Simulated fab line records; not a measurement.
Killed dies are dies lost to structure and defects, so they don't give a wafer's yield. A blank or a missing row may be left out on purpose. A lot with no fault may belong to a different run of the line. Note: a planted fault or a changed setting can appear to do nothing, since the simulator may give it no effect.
What tool caused it? :: flow berkeleyCmos170 :: 8 lots with 24 wafers sampled at 2 steps, on a route of 331 steps

== WHAT THE GAUGES READ, wafer by wafer ==
UCB170_NVT_TW_MEAS_09.
lot: L693
measured: day 5 21:17
on: filmMetro-03
NVT_TW: 529 529 529

lot: L696
measured: day 6 07:31
on: filmMetro-03
NVT_TW: 521 521 522

lot: L698
measured: day 6 16:19
on: filmMetro-04
NVT_TW: 522 526 523

lot: L701
measured: day 7 08:07
on: filmMetro-04
NVT_TW: 521 525 522

lot: L703
measured: day 7 13:08
on: filmMetro-02
NVT_TW: 537 535 536

lot: L705
measured: day 8 01:24
on: filmMetro-03
NVT_TW: 520 522 520

lot: L706
measured: day 8 02:23
on: filmMetro-03
NVT_TW: 313 315 313

lot: L707
measured: day 8 11:04
on: filmMetro-02
NVT_TW: 323 323 323

== EACH LOT AND THE TOOL THAT RAN IT (in order: tool; ch and the chambers of the sampled wafers; start) ==
lot: L693
UCB170_NVT_IMPLANT_07: implanter-04 ch 0, day 5 21:03

lot: L696
UCB170_NVT_IMPLANT_07: implanter-03 ch 0, day 6 07:16

lot: L698
UCB170_NVT_IMPLANT_07: implanter-03 ch 0, day 6 16:06

lot: L701
UCB170_NVT_IMPLANT_07: implanter-03 ch 0, day 7 07:53

lot: L703
UCB170_NVT_IMPLANT_07: implanter-02 ch 0, day 7 12:53

lot: L705
UCB170_NVT_IMPLANT_07: implanter-04 ch 0, day 8 01:11

lot: L706
UCB170_NVT_IMPLANT_07: implanter-02 ch 0, day 8 02:10

lot: L707
UCB170_NVT_IMPLANT_07: implanter-02 ch 0, day 8 10:49
- UCB170_NVT_IMPLANT_07

== THE ANSWER, worked out from the rows above alone ==
Rule: the lots themselves supply what counts as usual. Put in order of their means at a reading, lots are off if they are a third of the lots or fewer, leave a main group of 4 or more, and stand apart from it by a gap of 3 or more times the standard deviation of the main group's means; of several such gaps the widest counts. If all means in a main group match to the digits the tables above print for the reading, that group is not used. A lot without any number at a reading at which 4 lots or more have one is off too. Any other lot the step has rows for is counted as sound.
Off: L706, L707, seen at UCB170_NVT_TW_MEAS_09 (NVT_TW). For the main group the mean is 526 and the standard deviation 5.4.
A tool fits if, at a process step before that reading, it ran every lot that is off, and no sound lot after the first of them. Gauges at UCB170_NVT_TW_MEAS_09: tried the same way as those tools. One candidate fits, namely implanter-02 at UCB170_NVT_IMPLANT_07. A fault onset in the window from L703 (day 7 12:53, its last sound lot) to L706 (day 8 02:10, its first lot off) fits.

== WHAT THE SIMULATOR HAD PUT IN ==
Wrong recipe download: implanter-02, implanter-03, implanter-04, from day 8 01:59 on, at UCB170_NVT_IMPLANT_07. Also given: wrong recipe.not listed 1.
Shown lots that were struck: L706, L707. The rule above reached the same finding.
